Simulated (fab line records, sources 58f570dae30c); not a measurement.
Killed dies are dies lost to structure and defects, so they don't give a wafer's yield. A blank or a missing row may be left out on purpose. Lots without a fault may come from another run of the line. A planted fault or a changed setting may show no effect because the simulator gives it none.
Which tool did it? | flow berkeley_cmos170 | 8 lots, 24 wafers sampled, at 2 steps of a route of 331

WHAT THE GAUGES READ, wafer by wafer
UCB170_NWELL_THK_MEAS_05.
lot  | measured    | on            | NWELL_NITRIDE_THK (nm)
L541 | day 2 15:16 | film_metro-02 | 224.9 225.6 225.6
L545 | day 3 05:21 | film_metro-02 | 223.7 223.8 223.7
L549 | day 4 08:22 | film_metro-03 | 198.6 197.5 197.6
L552 | day 4 17:40 | film_metro-04 | 197.3 196.0 199.5
L554 | day 5 06:23 | film_metro-04 | 221.2 221.2 220.9
L556 | day 5 10:53 | film_metro-03 | 223.7 222.6 222.7
L559 | day 6 02:21 | film_metro-02 | 223.5 224.5 224.2
L561 | day 6 15:33 | film_metro-02 | 225.1 225.6 223.2

WHICH TOOL RAN EACH LOT (tool, then ch and the chambers of the sampled wafers, then the start)
lot  | UCB170_NWELL_CVD_04
L541 | lpcvd-01 ch 1, day 2 13:19
L545 | lpcvd-01 ch 0, day 3 03:25
L549 | lpcvd-02 ch 0, day 4 06:25
L552 | lpcvd-02 ch 0, day 4 15:43
L554 | lpcvd-01 ch 1, day 5 04:27
L556 | lpcvd-02 ch 1, day 5 08:57
L559 | lpcvd-01 ch 0, day 5 23:27
L561 | lpcvd-01 ch 1, day 6 13:37
- UCB170_NWELL_CVD_04: deposits Si3N4 from SiH2Cl2/NH3, target thk 224 nm, time 3360 s.

THE ANSWER, worked out from the rows above alone
Rule: what is usual is taken from the lots themselves. Put in order of their means at a reading, lots are off if they are a third of the lots or fewer, leave a main group of 4 or more, and stand apart from it by a gap of 3 or more times the standard deviation of the main group's means; of several such gaps the widest counts. A main group whose means are all the same, to the digits that the tables above print for the reading, isn't used. A lot without any number at a reading at which 4 lots or more have one is off too. The other lots that the step has rows for count as sound.
Off: L549, L552, at UCB170_NWELL_THK_MEAS_05 (NWELL_NITRIDE_THK). The main group: mean 223.7 nm, standard deviation 1.4.
A tool fits if, at a process step before that reading, it ran every lot that is off, and no sound lot after the first of them. The gauges at UCB170_NWELL_THK_MEAS_05 are tried like those tools. None of those tried fits.

WHAT THE SIMULATOR HAD PUT IN
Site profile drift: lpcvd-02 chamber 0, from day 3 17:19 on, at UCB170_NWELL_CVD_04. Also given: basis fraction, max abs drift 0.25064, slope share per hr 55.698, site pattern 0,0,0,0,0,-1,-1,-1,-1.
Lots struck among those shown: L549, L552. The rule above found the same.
